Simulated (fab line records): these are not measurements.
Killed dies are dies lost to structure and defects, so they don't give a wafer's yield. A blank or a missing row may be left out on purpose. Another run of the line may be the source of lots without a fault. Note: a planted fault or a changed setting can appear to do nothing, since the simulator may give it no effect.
Struck lot and sound lot, side by side ; flow berkeleyCmos170 ; 44 steps out of a route of 331
Sound: these wafers, L797.1, L797.4, L797.5. The struck wafers were L799.1, L799.3, L799.5. Last of all comes the cause.
For every step that has rows: the tool of each side, followed by ch and its chambers, followed by its first start. Under that, the readings that differ: sound wafers ; struck wafers ; difference of the means ; sigmas: that difference in standard deviations of wafers without a fault.
alike: readings with means less than 2 such deviations apart, plus words and numbers identical on both sides. not compared: withheld readings, readings lacking a value on some wafer, bounds such as >300 that could conceal the same value, and numbers that have no deviation in the record and whose values overlap.
The two part at a step that has a row with sigmas, a row that says differs or no value, or rows on one side only. Numbers that have no deviation but don't overlap get no sigmas and don't part them. Lack of a reading on every wafer of one side parts them only where that side has two or more wafers.

first, 3 steps without rows for these wafers: UCB170_PVT_EXPOSE_03 (exposes mask NWELL, target cd 3000 nm); UCB170_PVT_PEB_04; UCB170_PVT_DEVELOP_05 (develop time 45 s).
UCB170_PVT_OVL_MEAS_06:
  struck on overlay-02, day 8 12:01; sound on overlay-01, day 7 17:36
  alike: PVT_OVL
then, 1 step without rows for these wafers: UCB170_PVT_IMPLANT_07.
UCB170_PVT_STRIP_08: strips in O2.
  sound on plasmaAsher-01 ch 0, day 7 17:47; struck on plasmaAsher-02 ch 0,1, day 8 12:12
  alike: drypumpMotorCurrentA, oesProductAu, stripTimeToEndpointS
  not compared: rfHoursCounterH
UCB170_PVT_TW_MEAS_09:
  struck on filmMetro-04, day 8 12:18; sound on filmMetro-01, day 7 17:53
  alike: PVT_TW
then, 1 step without rows for these wafers: UCB170_GATE_WET_ETCH_00 (etches SiO2 in dHF, time 200 s).
UCB170_FIELD_THK_MEAS_91:
  struck on filmMetro-01, day 8 12:34; sound on filmMetro-02, day 7 18:01
  alike: FIELD_OXIDE_LEFT_2_THK
then, 1 step without rows for these wafers: UCB170_GATE_OXIDATION_01 (target thk 6.6 nm, ox time 1800 s).
UCB170_GATE_THK_MEAS_02:
  struck on filmMetro-04, day 8 18:10; sound on filmMetro-03, day 7 21:04
  alike: GATE_OXIDE_THK
then, 1 step without rows for these wafers: UCB170_GATE_ANNEAL_03 (time 1800 s).
UCB170_GATE_CVD_04: deposits poly-Si from SiH4, time 1501 s, target thk 214 nm.
  sound on lpcvd-01 ch 0, day 8 00:11; struck on lpcvd-01 ch 1, day 9 01:35
reading;sound;struck;difference;sigmas
sih4FlowSccm (sccm);120.1 120.2 119.7;143.6 144.1 144.5;+24.1;+63
model.poly-Si_of_GATE_CVD_04.thkNm (nm);225.6 226.8 225.4;269.1 265.6 265.8;+40.9;
UCB170_GATE_THK_MEAS_05:
  struck on filmMetro-02, day 9 03:00; sound on filmMetro-02, day 8 01:37
reading;sound;struck;difference;sigmas
GATE_POLY_THK (nm);225.5 226.6 225.4;269.2 265.4 265.9;+41.0;+16
then, 6 steps without rows for these wafers: UCB170_GATE_COAT_06; UCB170_GATE_COAT_07 (resist thk 900 nm); UCB170_GATE_SOFTBAKE_08 (time 60 s); UCB170_GATE_EXPOSE_09 (exposes mask POLY, target cd 350 nm); UCB170_GATE_PEB_10; UCB170_GATE_DEVELOP_11 (develop time 45 s).
UCB170_GATE_CD_MEAS_12: the cd target is 350 nm.
  struck on cdSem-02, day 9 04:10; sound on cdSem-02, day 8 03:02
reading;sound;struck;difference;sigmas
cdNm (nm);347.1 348.8 347.2;350.8 351.0 352.2;+3.6;+3
UCB170_GATE_OVL_MEAS_13:
  struck on overlay-01, day 9 04:17; sound on overlay-02, day 8 03:09
  alike: GATE_OVL
UCB170_GATE_ETCH_14: etches BARC in N2/H2.
  sound on rieDiel-01 ch 0,1,3, day 8 03:11; struck on rieDiel-02 ch 0,2,3, day 9 04:19
  alike: drypumpMotorCurrentA, oesProductAu, throttleValvePct
UCB170_GATE_ETCH_15: etches poly-Si in HBr/Cl2, stops on SiO2, time 56.3 s, target depth 278.2 nm.
  sound on rieSi-02 ch 0,1, day 8 03:14; struck on rieSi-01 ch 0,1,3, day 9 04:22
reading;sound;struck;difference;sigmas
oesProductAu (a.u.);0.844 0.876 0.832;0.977 0.973 0.999;+0.132;+7
model.etch.depthNm (nm);225.6 226.8 225.4;269.1 265.6 265.8;+40.9;
model.GATE.featureDepthNm (nm);225.6 226.8 225.4;269.1 265.6 265.8;+40.9;
  alike: drypumpMotorCurrentA, throttleValvePct
  not compared: rfHoursCounterH
UCB170_GATE_STRIP_16: strips in O2.
  sound on plasmaAsher-04 ch 1, day 8 03:17; struck on plasmaAsher-02 ch 0,1, day 9 04:24
  alike: drypumpMotorCurrentA, oesProductAu
  not compared: rfHoursCounterH
UCB170_GATE_CD_MEAS_90: the cd target is 350 nm.
  struck on cdSem-01, day 9 04:30; sound on cdSem-01, day 8 03:26
reading;sound;struck;difference;sigmas
cdNm (nm);347.1 348.8 346.7;351.2 351.3 351.7;+3.9;+3
then, 7 steps without rows for these wafers: UCB170_GATE_CLEAN_17 (cleans in SPM, time 600 s); UCB170_PLDD_HMDS_00 (prime time 60 s); UCB170_PLDD_COAT_01 (resist thk 900 nm); UCB170_PLDD_SOFTBAKE_02 (time 60 s); UCB170_PLDD_EXPOSE_03 (exposes mask PSELECT, target cd 1200 nm); UCB170_PLDD_PEB_04; UCB170_PLDD_DEVELOP_05 (develop time 45 s).
UCB170_PLDD_CD_MEAS_06: the cd target is 1200 nm.
  struck on cdSem-02, day 9 06:12; sound on cdSem-02, day 8 05:46
  alike: cdNm
UCB170_PLDD_OVL_MEAS_07:
  struck on overlay-01, day 9 06:19; sound on overlay-01, day 8 05:53
  alike: PLDD_OVL
then, 2 steps without rows for these wafers: UCB170_PLDD_IMPLANT_08; UCB170_PLDD_IMPLANT_09.
UCB170_PLDD_STRIP_10: strips in O2.
  sound on plasmaAsher-02 ch 0,1, day 8 06:13; struck on plasmaAsher-02 ch 0,1, day 9 06:40
  alike: drypumpMotorCurrentA, oesProductAu, stripTimeToEndpointS
  not compared: rfHoursCounterH
UCB170_PLDD_TW_MEAS_11:
  struck on filmMetro-04, day 9 06:46; sound on filmMetro-01, day 8 06:19
reading;sound;struck;difference;sigmas
PLDD_TW;994 995 995;1004 1007 1006;+11;+2
then, 3 steps without rows for these wafers: UCB170_PLDD_CLEAN_12 (cleans in SPM, time 600 s); UCB170_NLDD_HMDS_00 (prime time 60 s); UCB170_NLDD_COAT_01 (resist thk 900 nm).
UCB170_SILICIDE_PRE_CLEAN_00: preclean etch time 60 s.
  struck on pvdSputter-02, day 10 01:43; sound on pvdSputter-04, day 8 19:43
reading;sound;struck;difference;sigmas
model.poly-Si_of_GATE_CVD_04.thkNm (nm);218.8 219.8 218.5;262.3 258.7 258.9;+40.9;
UCB170_M3_PROBE_99:
  struck on prober-02, day 11 03:15; sound on prober-01, day 9 19:42
reading;sound;struck;difference;sigmas
model.etest.contactPpoly.endOhmUm;257.4 249.7 253.1;280.1 270.2 279.4;+23.2;
model.etest.pldd.rsOhmSq;1135 1143 1144;1174 1170 1166;+29;
model.etest.contactNpoly.endOhmUm;68.73 66.72 69.35;81.95 78.36 82.29;+12.60;
model.etest.nldd.rsOhmSq;773.3 773.6 770.1;800.3 800.4 795.6;+26.4;
model.etest.pmos_0p35.isubLog10AUm;-8.291 -8.258 -8.277;-8.364 -8.392 -8.417;-0.116;
  not compared: model.etest.polyCombOverSteps.overLimit, model.etest.antennaPoly.vtShiftV

== WHERE THEY PART ==
Earliest at UCB170_GATE_CVD_04; latest, in this record, at UCB170_PLDD_TW_MEAS_11.

WHY: whatever the simulator had introduced
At UCB170_GATE_CVD_04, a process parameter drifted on lpcvd-01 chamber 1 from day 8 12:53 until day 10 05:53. A move of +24 in setting sih4FlowSccm, from 120. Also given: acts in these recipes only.
